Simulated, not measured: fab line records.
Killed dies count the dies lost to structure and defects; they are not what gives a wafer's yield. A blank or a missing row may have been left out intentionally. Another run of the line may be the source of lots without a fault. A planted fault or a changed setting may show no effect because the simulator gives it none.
fab line records / flow ritCmos
record: lots: 13 wafers: 39 lastDay: 7
route steps=202 shown CONTACT@183 M1@202
lots with no fault: from the same line, run without faults
startH: hours from the record's opening day to when the first of the lot's shown wafers began / waitH: hours elapsed since this lot's preceding step / " as in the row above / L1.1+2: one row covering several wafers at once / - no value, or no start given / * or withheld: withheld / < > ~ a bound
route shown NAME@n: a module of which the file shows steps, and the number in the route of the first / usual: average and standard deviation across the fault-free wafers / same: alike in all rows / chamber/n: place in a boat / sites: per-site readings / _std_site: standard deviation across them / _edge_site: mean of outer sites minus mean of inner sites / radiusMm: how far each site lies from the wafer's centre / mask NAME#n: copy n / behind: tool/chamber where the wafer was last shaped / hold: reason for holding the lot/hours on hold/outcome of the hold / device: names the non-switching transistor (n, p or np) / end of line: the tests these same wafers got at the end of their route / where a step has no rows: the recipe by itself / killed: dies that structure and defects cost at the first sort, which is not the same as the wafer's yield / map: dies across one wafer; x = killed, . = not, _ = none there
set.NAME: the setting that was run; set.NAME@STEP: the one run at that earlier step / model.NAME: the simulator's own value behind a step, which no gauge read
the route's steps for a sample of lots (tables are steps, rows are wafers)
services: from which hour (startH, from the record's first day; less than 0 if before it) a tool's chamber was out of use, for how many hours, and why
== steps ==
step: RIT_CONTACT_CLEAN_14
recipe: chemistry: SC2 mix: 3:3:50 timeS: 600 tempC: 75 dry: n2Spin
usual: bathHeatDutyPct: 15.2/1.5
lot.wafer=L208.1 tool=wetBench-02 chamber=1 startH=57.65 waitH=0.0 bathHeatDutyPct=15.9
lot.wafer=L208.3 tool=wetBench-02 chamber=1 startH=57.65 waitH=0.0 bathHeatDutyPct=14.5
lot.wafer=L208.6 tool=wetBench-02 chamber=1 startH=57.65 waitH=0.0 bathHeatDutyPct=15.7
lot.wafer=L209.1 tool=wetBench-02 chamber=2 startH=63.45 waitH=0.0 bathHeatDutyPct=12.9
lot.wafer=L209.3 tool=wetBench-02 chamber=2 startH=63.45 waitH=0.0 bathHeatDutyPct=14.0
lot.wafer=L209.5 tool=wetBench-02 chamber=2 startH=63.45 waitH=0.0 bathHeatDutyPct=14.5
lot.wafer=L210.1 tool=wetBench-01 chamber=2 startH=73.44 waitH=0.0 bathHeatDutyPct=12.8
lot.wafer=L210.4 tool=wetBench-01 chamber=2 startH=73.44 waitH=0.0 bathHeatDutyPct=12.7
lot.wafer=L210.5 tool=wetBench-01 chamber=2 startH=73.44 waitH=0.0 bathHeatDutyPct=14.2
lot.wafer=L212.1 tool=wetBench-04 chamber=0 startH=82.52 waitH=0.0 bathHeatDutyPct=17.2
lot.wafer=L212.2 tool=wetBench-04 chamber=0 startH=82.52 waitH=0.0 bathHeatDutyPct=18.1
lot.wafer=L212.6 tool=wetBench-04 chamber=0 startH=82.52 waitH=0.0 bathHeatDutyPct=18.5
lot.wafer=L213.1 tool=wetBench-04 chamber=3 startH=87.49 waitH=0.0 bathHeatDutyPct=17.5
lot.wafer=L213.3 tool=wetBench-04 chamber=3 startH=87.49 waitH=0.0 bathHeatDutyPct=15.9
lot.wafer=L213.4 tool=wetBench-04 chamber=3 startH=87.49 waitH=0.0 bathHeatDutyPct=16.5
lot.wafer=L215.1 tool=wetBench-02 chamber=0 startH=100.39 waitH=0.0 bathHeatDutyPct=13.9
lot.wafer=L215.2 tool=wetBench-02 chamber=0 startH=100.39 waitH=0.0 bathHeatDutyPct=14.5
lot.wafer=L215.3 tool=wetBench-02 chamber=0 startH=100.39 waitH=0.0 bathHeatDutyPct=13.7
lot.wafer=L216.2 tool=wetBench-01 chamber=2 startH=102.99 waitH=0.0 bathHeatDutyPct=13.6
lot.wafer=L216.4 tool=wetBench-01 chamber=2 startH=102.99 waitH=0.0 bathHeatDutyPct=13.2
lot.wafer=L216.5 tool=wetBench-01 chamber=2 startH=102.99 waitH=0.0 bathHeatDutyPct=12.6
lot.wafer=L218.3 tool=wetBench-04 chamber=2 startH=110.17 waitH=0.0 bathHeatDutyPct=16.4
lot.wafer=L218.4 tool=wetBench-04 chamber=2 startH=110.17 waitH=0.0 bathHeatDutyPct=16.9
lot.wafer=L218.6 tool=wetBench-04 chamber=2 startH=110.17 waitH=0.0 bathHeatDutyPct=15.3
lot.wafer=L219.3 tool=wetBench-04 chamber=2 startH=113.47 waitH=0.0 bathHeatDutyPct=14.9
lot.wafer=L219.5 tool=wetBench-04 chamber=2 startH=113.47 waitH=0.0 bathHeatDutyPct=15.8
lot.wafer=L219.6 tool=wetBench-04 chamber=2 startH=113.47 waitH=0.0 bathHeatDutyPct=17.3
lot.wafer=L222.1 tool=wetBench-01 chamber=3 startH=130.49 waitH=0.0 bathHeatDutyPct=15.9
lot.wafer=L222.2 tool=wetBench-01 chamber=3 startH=130.49 waitH=0.0 bathHeatDutyPct=14.5
lot.wafer=L222.5 tool=wetBench-01 chamber=3 startH=130.49 waitH=0.0 bathHeatDutyPct=15.4
lot.wafer=L226.2 tool=wetBench-04 chamber=0 startH=148.23 waitH=0.0 bathHeatDutyPct=17.3
lot.wafer=L226.4 tool=wetBench-04 chamber=0 startH=148.23 waitH=0.0 bathHeatDutyPct=16.5
lot.wafer=L226.5 tool=wetBench-04 chamber=0 startH=148.23 waitH=0.0 bathHeatDutyPct=15.9
lot.wafer=L228.2 tool=wetBench-02 chamber=2 startH=157.48 waitH=0.0 bathHeatDutyPct=13.8
lot.wafer=L228.3 tool=wetBench-02 chamber=2 startH=157.48 waitH=0.0 bathHeatDutyPct=14.4
lot.wafer=L228.6 tool=wetBench-02 chamber=2 startH=157.48 waitH=0.0 bathHeatDutyPct=13.8
lot.wafer=L229.1 tool=wetBench-01 chamber=1 startH=162.23 waitH=0.0 bathHeatDutyPct=15.4
lot.wafer=L229.2 tool=wetBench-01 chamber=1 startH=162.23 waitH=0.0 bathHeatDutyPct=14.2
lot.wafer=L229.4 tool=wetBench-01 chamber=1 startH=162.23 waitH=0.0 bathHeatDutyPct=13.8
step: RIT_M1_PROBE_99
usual: killed_at_M0_to_M3: 0.0/0.083 killedAtContacts: 0.1/0.36 killedAtFrontEnd: 7/3.1 killedDies: 7/3.1 killedOnRim: 1.9/1.4 killedOpen: 3.6/2.1 killedShort: 3.2/1.9
same: grossDies: 264 killed_at_M4_up: 0 killedAtBackSide: 0 killedAtOther: 0
lot.wafer=L208.1 tool=prober-01 chamber=- startH=62.18 waitH=0.1 hold=- killed_at_M0_to_M3=0 killedAtContacts=0 killedAtFrontEnd=6 killedDies=6 killedOnRim=3 killedOpen=4 killedShort=2
lot.wafer=L208.3 tool=prober-01 chamber=- startH=62.28 waitH=0.2 hold=- killed_at_M0_to_M3=0 killedAtContacts=0 killedAtFrontEnd=6 killedDies=6 killedOnRim=0 killedOpen=1 killedShort=5
lot.wafer=L208.6 tool=prober-01 chamber=- startH=62.43 waitH=0.2 hold=- killed_at_M0_to_M3=0 killedAtContacts=0 killedAtFrontEnd=9 killedDies=9 killedOnRim=2 killedOpen=4 killedShort=5
lot.wafer=L209.1 tool=prober-02 chamber=- startH=68.15 waitH=0.1 hold=- killed_at_M0_to_M3=0 killedAtContacts=0 killedAtFrontEnd=14 killedDies=14 killedOnRim=6 killedOpen=6 killedShort=8
lot.wafer=L209.3 tool=prober-02 chamber=- startH=68.25 waitH=0.2 hold=- killed_at_M0_to_M3=0 killedAtContacts=0 killedAtFrontEnd=11 killedDies=11 killedOnRim=1 killedOpen=5 killedShort=6
lot.wafer=L209.5 tool=prober-02 chamber=- startH=68.35 waitH=0.2 hold=- killed_at_M0_to_M3=0 killedAtContacts=0 killedAtFrontEnd=13 killedDies=13 killedOnRim=4 killedOpen=6 killedShort=7
lot.wafer=L210.1 tool=prober-01 chamber=- startH=77.75 waitH=0.1 hold=- killed_at_M0_to_M3=0 killedAtContacts=0 killedAtFrontEnd=1 killedDies=1 killedOnRim=0 killedOpen=1 killedShort=0
lot.wafer=L210.4 tool=prober-01 chamber=- startH=77.90 waitH=0.2 hold=- killed_at_M0_to_M3=0 killedAtContacts=0 killedAtFrontEnd=6 killedDies=6 killedOnRim=2 killedOpen=2 killedShort=4
lot.wafer=L210.5 tool=prober-01 chamber=- startH=77.95 waitH=0.2 hold=- killed_at_M0_to_M3=0 killedAtContacts=0 killedAtFrontEnd=8 killedDies=8 killedOnRim=0 killedOpen=4 killedShort=4
lot.wafer=L212.1 tool=prober-01 chamber=- startH=86.88 waitH=0.1 hold=- killed_at_M0_to_M3=0 killedAtContacts=0 killedAtFrontEnd=8 killedDies=8 killedOnRim=1 killedOpen=5 killedShort=3
lot.wafer=L212.2 tool=prober-01 chamber=- startH=86.93 waitH=0.1 hold=- killed_at_M0_to_M3=0 killedAtContacts=0 killedAtFrontEnd=6 killedDies=6 killedOnRim=3 killedOpen=5 killedShort=1
lot.wafer=L212.6 tool=prober-01 chamber=- startH=87.13 waitH=0.2 hold=- killed_at_M0_to_M3=0 killedAtContacts=0 killedAtFrontEnd=5 killedDies=5 killedOnRim=2 killedOpen=2 killedShort=3
lot.wafer=L213.1 tool=prober-02 chamber=- startH=91.74 waitH=0.1 hold=- killed_at_M0_to_M3=0 killedAtContacts=0 killedAtFrontEnd=6 killedDies=6 killedOnRim=1 killedOpen=3 killedShort=3
lot.wafer=L213.3 tool=prober-02 chamber=- startH=91.84 waitH=0.2 hold=- killed_at_M0_to_M3=0 killedAtContacts=0 killedAtFrontEnd=5 killedDies=5 killedOnRim=1 killedOpen=3 killedShort=2
lot.wafer=L213.4 tool=prober-02 chamber=- startH=91.89 waitH=0.2 hold=- killed_at_M0_to_M3=0 killedAtContacts=0 killedAtFrontEnd=9 killedDies=9 killedOnRim=4 killedOpen=6 killedShort=3
lot.wafer=L215.1 tool=prober-02 chamber=- startH=104.77 waitH=0.1 hold=- killed_at_M0_to_M3=0 killedAtContacts=0 killedAtFrontEnd=15 killedDies=15 killedOnRim=4 killedOpen=8 killedShort=7
lot.wafer=L215.2 tool=prober-02 chamber=- startH=104.82 waitH=0.1 hold=- killed_at_M0_to_M3=0 killedAtContacts=1 killedAtFrontEnd=4 killedDies=5 killedOnRim=3 killedOpen=3 killedShort=2
lot.wafer=L215.3 tool=prober-02 chamber=- startH=104.87 waitH=0.2 hold=- killed_at_M0_to_M3=0 killedAtContacts=2 killedAtFrontEnd=6 killedDies=8 killedOnRim=3 killedOpen=4 killedShort=4
lot.wafer=L216.2 tool=prober-01 chamber=- startH=107.49 waitH=0.1 hold=- killed_at_M0_to_M3=0 killedAtContacts=0 killedAtFrontEnd=5 killedDies=5 killedOnRim=1 killedOpen=3 killedShort=2
lot.wafer=L216.4 tool=prober-01 chamber=- startH=107.59 waitH=0.2 hold=- killed_at_M0_to_M3=0 killedAtContacts=0 killedAtFrontEnd=8 killedDies=8 killedOnRim=0 killedOpen=4 killedShort=4
lot.wafer=L216.5 tool=prober-01 chamber=- startH=107.64 waitH=0.2 hold=- killed_at_M0_to_M3=0 killedAtContacts=1 killedAtFrontEnd=7 killedDies=8 killedOnRim=0 killedOpen=3 killedShort=5
lot.wafer=L218.3 tool=prober-01 chamber=- startH=114.46 waitH=0.2 hold=- killed_at_M0_to_M3=0 killedAtContacts=0 killedAtFrontEnd=8 killedDies=8 killedOnRim=3 killedOpen=6 killedShort=2
lot.wafer=L218.4 tool=prober-01 chamber=- startH=114.51 waitH=0.2 hold=- killed_at_M0_to_M3=0 killedAtContacts=0 killedAtFrontEnd=5 killedDies=5 killedOnRim=3 killedOpen=3 killedShort=2
lot.wafer=L218.6 tool=prober-01 chamber=- startH=114.61 waitH=0.2 hold=- killed_at_M0_to_M3=0 killedAtContacts=0 killedAtFrontEnd=3 killedDies=3 killedOnRim=1 killedOpen=2 killedShort=1
lot.wafer=L219.3 tool=prober-02 chamber=- startH=117.98 waitH=0.2 hold=- killed_at_M0_to_M3=0 killedAtContacts=0 killedAtFrontEnd=7 killedDies=7 killedOnRim=1 killedOpen=4 killedShort=3
lot.wafer=L219.5 tool=prober-02 chamber=- startH=118.08 waitH=0.2 hold=- killed_at_M0_to_M3=0 killedAtContacts=0 killedAtFrontEnd=3 killedDies=3 killedOnRim=0 killedOpen=3 killedShort=0
lot.wafer=L219.6 tool=prober-02 chamber=- startH=118.13 waitH=0.2 hold=- killed_at_M0_to_M3=0 killedAtContacts=0 killedAtFrontEnd=10 killedDies=10 killedOnRim=4 killedOpen=5 killedShort=5
lot.wafer=L222.1 tool=prober-01 chamber=- startH=134.92 waitH=0.1 hold=- killed_at_M0_to_M3=0 killedAtContacts=0 killedAtFrontEnd=3 killedDies=3 killedOnRim=1 killedOpen=0 killedShort=3
lot.wafer=L222.2 tool=prober-01 chamber=- startH=134.97 waitH=0.1 hold=- killed_at_M0_to_M3=0 killedAtContacts=0 killedAtFrontEnd=11 killedDies=11 killedOnRim=3 killedOpen=3 killedShort=8
lot.wafer=L222.5 tool=prober-01 chamber=- startH=135.12 waitH=0.2 hold=- killed_at_M0_to_M3=0 killedAtContacts=0 killedAtFrontEnd=10 killedDies=10 killedOnRim=2 killedOpen=6 killedShort=4
lot.wafer=L226.2 tool=prober-01 chamber=- startH=152.77 waitH=0.1 hold=awaitDispo/2.6h/release killed_at_M0_to_M3=0 killedAtContacts=39 killedAtFrontEnd=4 killedDies=43 killedOnRim=9 killedOpen=3 killedShort=1
lot.wafer=L226.4 tool=prober-01 chamber=- startH=152.87 waitH=0.2 hold=awaitDispo/2.6h/release killed_at_M0_to_M3=0 killedAtContacts=36 killedAtFrontEnd=2 killedDies=38 killedOnRim=5 killedOpen=2 killedShort=1
lot.wafer=L226.5 tool=prober-01 chamber=- startH=152.92 waitH=0.2 hold=awaitDispo/2.6h/release killed_at_M0_to_M3=1 killedAtContacts=37 killedAtFrontEnd=4 killedDies=42 killedOnRim=8 killedOpen=1 killedShort=4
lot.wafer=L228.2 tool=prober-01 chamber=- startH=161.76 waitH=0.1 hold=- killed_at_M0_to_M3=0 killedAtContacts=0 killedAtFrontEnd=10 killedDies=10 killedOnRim=4 killedOpen=5 killedShort=5
lot.wafer=L228.3 tool=prober-01 chamber=- startH=161.81 waitH=0.2 hold=- killed_at_M0_to_M3=0 killedAtContacts=0 killedAtFrontEnd=7 killedDies=7 killedOnRim=3 killedOpen=2 killedShort=5
lot.wafer=L228.6 tool=prober-01 chamber=- startH=161.96 waitH=0.2 hold=- killed_at_M0_to_M3=0 killedAtContacts=0 killedAtFrontEnd=6 killedDies=6 killedOnRim=2 killedOpen=4 killedShort=2
lot.wafer=L229.1 tool=prober-02 chamber=- startH=166.54 waitH=0.1 hold=- killed_at_M0_to_M3=0 killedAtContacts=0 killedAtFrontEnd=5 killedDies=5 killedOnRim=3 killedOpen=4 killedShort=1
lot.wafer=L229.2 tool=prober-02 chamber=- startH=166.59 waitH=0.1 hold=- killed_at_M0_to_M3=0 killedAtContacts=0 killedAtFrontEnd=2 killedDies=2 killedOnRim=2 killedOpen=0 killedShort=2
lot.wafer=L229.4 tool=prober-02 chamber=- startH=166.69 waitH=0.2 hold=- killed_at_M0_to_M3=0 killedAtContacts=0 killedAtFrontEnd=6 killedDies=6 killedOnRim=0 killedOpen=3 killedShort=3
killed by level:class
L208.1 SPACER:geometricParticle:open=3 GATE:geometricParticle:short=1 GATE:geometricParticle:open=1 REOX:geometricParticle:short=1
L208.3 GATE:geometricParticle:short=2 ACTIVE:geometricParticle:short=1 FOX2:geometricParticle:open=1 FOX2:geometricParticle:short=1 SPACER:geometricParticle:short=1
L208.6 SPACER:geometricParticle:open=2 FOX1:geometricParticle:short=1 FOX2:geometricParticle:open=1 GATE:geometricParticle:open=1 GATE:geometricParticle:short=1 REOX:geometricParticle:short=1 SPACER:geometricParticle:short=1 SILICIDE:geometricParticle:short=1
L209.1 SPACER:geometricParticle:short=3 SILICIDE:geometricParticle:short=3 GATE:geometricParticle:short=2 REOX:geometricParticle:open=2 FOX1:geometricParticle:open=1 GATE:geometricParticle:open=1 SPACER:geometricParticle:open=1 SILICIDE:geometricParticle:open=1
L209.3 GATE:geometricParticle:short=3 GATE:geometricParticle:open=2 SILICIDE:geometricParticle:short=2 ACTIVE:geometricParticle:open=1 REOX:geometricParticle:open=1 SPACER:geometricParticle:short=1 SILICIDE:geometricParticle:open=1
L209.5 GATE:geometricParticle:short=4 GATE:geometricParticle:open=2 SILICIDE:geometricParticle:open=2 SILICIDE:geometricParticle:short=2 REOX:geometricParticle:open=1 SPACER:geometricParticle:open=1 SPACER:geometricParticle:short=1
L210.1 REOX:geometricParticle:open=1
L210.4 FOX1:geometricParticle:short=1 GATE:geometricParticle:short=1 GATE:geometricParticle:open=1 SPACER:geometricParticle:open=1 SPACER:geometricParticle:short=1 SILICIDE:geometricParticle:short=1
L210.5 REOX:geometricParticle:short=2 FOX2:geometricParticle:open=1 GATE:geometricParticle:open=1 REOX:geometricParticle:open=1 SPACER:geometricParticle:open=1 SPACER:geometricParticle:short=1 SILICIDE:geometricParticle:short=1
L212.1 FOX1:geometricParticle:open=2 GATE:geometricParticle:open=2 SPACER:geometricParticle:short=2 REOX:geometricParticle:short=1 SPACER:geometricParticle:open=1
L212.2 GATE:geometricParticle:open=2 REOX:geometricParticle:open=2 FOX1:geometricParticle:open=1 SPACER:geometricParticle:short=1
L212.6 SILICIDE:geometricParticle:short=2 FOX1:geometricParticle:short=1 GATE:geometricParticle:open=1 SILICIDE:geometricParticle:open=1
L213.1 GATE:geometricParticle:open=2 FOX1:geometricParticle:short=1 FOX2:geometricParticle:short=1 SPACER:geometricParticle:short=1 SILICIDE:geometricParticle:open=1
L213.3 FOX2:geometricParticle:open=2 GATE:geometricParticle:open=1 GATE:geometricParticle:short=1 REOX:geometricParticle:short=1
L213.4 GATE:geometricParticle:open=2 GATE:geometricParticle:short=2 FOX1:geometricParticle:open=1 FOX2:geometricParticle:open=1 REOX:geometricParticle:open=1 SPACER:geometricParticle:open=1 SILICIDE:geometricParticle:short=1
L215.1 GATE:geometricParticle:short=4 GATE:geometricParticle:open=3 SPACER:geometricParticle:open=2 FOX1:geometricParticle:short=1 FOX2:geometricParticle:open=1 REOX:geometricParticle:open=1 SPACER:geometricParticle:short=1 SILICIDE:geometricParticle:open=1
L215.2 FOX1:geometricParticle:open=1 REOX:geometricParticle:short=1 SPACER:geometricParticle:open=1 SPACER:geometricParticle:short=1 CONTACT:geometricParticle:open=1
L215.3 GATE:geometricParticle:short=2 REOX:geometricParticle:open=2 FOX1:geometricParticle:open=1 SPACER:geometricParticle:short=1 CONTACT:geometricParticle:open=1 CONTACT:geometricParticle:short=1
L216.2 GATE:geometricParticle:open=3 GATE:geometricParticle:short=2
L216.4 GATE:geometricParticle:open=3 GATE:geometricParticle:short=3 REOX:geometricParticle:open=1 SPACER:geometricParticle:short=1
L216.5 GATE:geometricParticle:open=3 SILICIDE:geometricParticle:short=2 FOX2:geometricParticle:short=1 GATE:geometricParticle:short=1 CONTACT:geometricParticle:short=1
L218.3 GATE:geometricParticle:open=4 GATE:geometricParticle:short=2 REOX:geometricParticle:open=1 SILICIDE:geometricParticle:open=1
L218.4 GATE:geometricParticle:open=2 GATE:geometricParticle:short=1 REOX:geometricParticle:short=1 REOX:geometricParticle:open=1
L218.6 GATE:geometricParticle:open=2 FOX1:geometricParticle:short=1
L219.3 FOX1:geometricParticle:short=1 GATE:geometricParticle:short=1 GATE:geometricParticle:open=1 REOX:geometricParticle:open=1 SPACER:geometricParticle:open=1 SPACER:geometricParticle:short=1 SILICIDE:geometricParticle:open=1
L219.5 SPACER:geometricParticle:open=2 SILICIDE:geometricParticle:open=1
L219.6 SPACER:geometricParticle:short=3 SPACER:geometricParticle:open=3 FOX1:geometricParticle:short=1 FOX1:geometricParticle:open=1 FOX2:geometricParticle:short=1 GATE:geometricParticle:open=1
L222.1 SPACER:geometricParticle:short=2 SILICIDE:geometricParticle:short=1
L222.2 GATE:geometricParticle:short=4 GATE:geometricParticle:open=3 FOX1:geometricParticle:short=2 FOX2:geometricParticle:short=1 SILICIDE:geometricParticle:short=1
L222.5 GATE:geometricParticle:open=3 FOX1:geometricParticle:open=1 FOX2:geometricParticle:short=1 FOX2:geometricParticle:open=1 GATE:geometricParticle:short=1 REOX:geometricParticle:open=1 SPACER:geometricParticle:short=1 SILICIDE:geometricParticle:short=1
L226.2 CONTACT:unspecified=39 FOX1:geometricParticle:open=2 GATE:geometricParticle:open=1 SPACER:geometricParticle:short=1
L226.4 CONTACT:unspecified=35 FOX1:geometricParticle:open=1 SPACER:geometricParticle:open=1 CONTACT:geometricParticle:short=1
L226.5 CONTACT:unspecified=37 GATE:geometricParticle:short=1 REOX:geometricParticle:short=1 SPACER:geometricParticle:short=1 SPACER:geometricParticle:open=1 M1:geometricParticle:short=1
L228.2 SILICIDE:geometricParticle:short=3 SPACER:geometricParticle:open=2 FOX1:geometricParticle:open=1 GATE:geometricParticle:open=1 GATE:geometricParticle:short=1 SPACER:geometricParticle:short=1 SILICIDE:geometricParticle:open=1
L228.3 GATE:geometricParticle:short=2 SILICIDE:geometricParticle:short=2 GATE:geometricParticle:open=1 SPACER:geometricParticle:short=1 SILICIDE:geometricParticle:open=1
L228.6 REOX:geometricParticle:open=2 FOX2:geometricParticle:open=1 GATE:geometricParticle:open=1 REOX:geometricParticle:short=1 SPACER:geometricParticle:short=1
L229.1 FOX1:geometricParticle:open=2 GATE:geometricParticle:open=1 GATE:geometricParticle:short=1 SILICIDE:geometricParticle:open=1
L229.2 GATE:geometricParticle:short=2
L229.4 GATE:geometricParticle:open=2 FOX1:geometricParticle:open=1 GATE:geometricParticle:short=1 REOX:geometricParticle:short=1 SPACER:geometricParticle:short=1
== services ==
tool=wetBench-04 chamber=- startH=120.41 hours=1.9 kind=pm
== key ==
firstSign: step: RIT_M1_PROBE_99 reading: killedAtContacts direction: up sigmas: 37 usual: 0.1 struck: 37.3
effect: step: RIT_M1_PROBE_99 reading: killedDies direction: up sigmas: 11 usual: 7 struck: 41
metAt RIT_CONTACT_CLEAN_14
struckLots L226
struckWafers L226.2,L226.4,L226.5
testerLeftOut L226
onsetBetween 82.52 148.23
earlierFault: kind: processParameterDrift tool: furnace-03 chamber: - onsetH: 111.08 steps: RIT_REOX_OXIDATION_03 channel: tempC offset: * shape: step endH: 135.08 actsIn: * stated: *
fault: kind: chamberParticleSource tool: wetBench-04 chamber: 0 onsetH: 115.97 steps: RIT_CONTACT_CLEAN_14 ratePerVisitCm2: 1.4256 endH: 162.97
testerLeftOut: of these lots the tester's yield and bins aren't shown, on N5 and GAA mostly nor the transistor test; their killed dies are dies lost to structure and defects alone, not to doping, threshold or leakage, so they don't give the yield
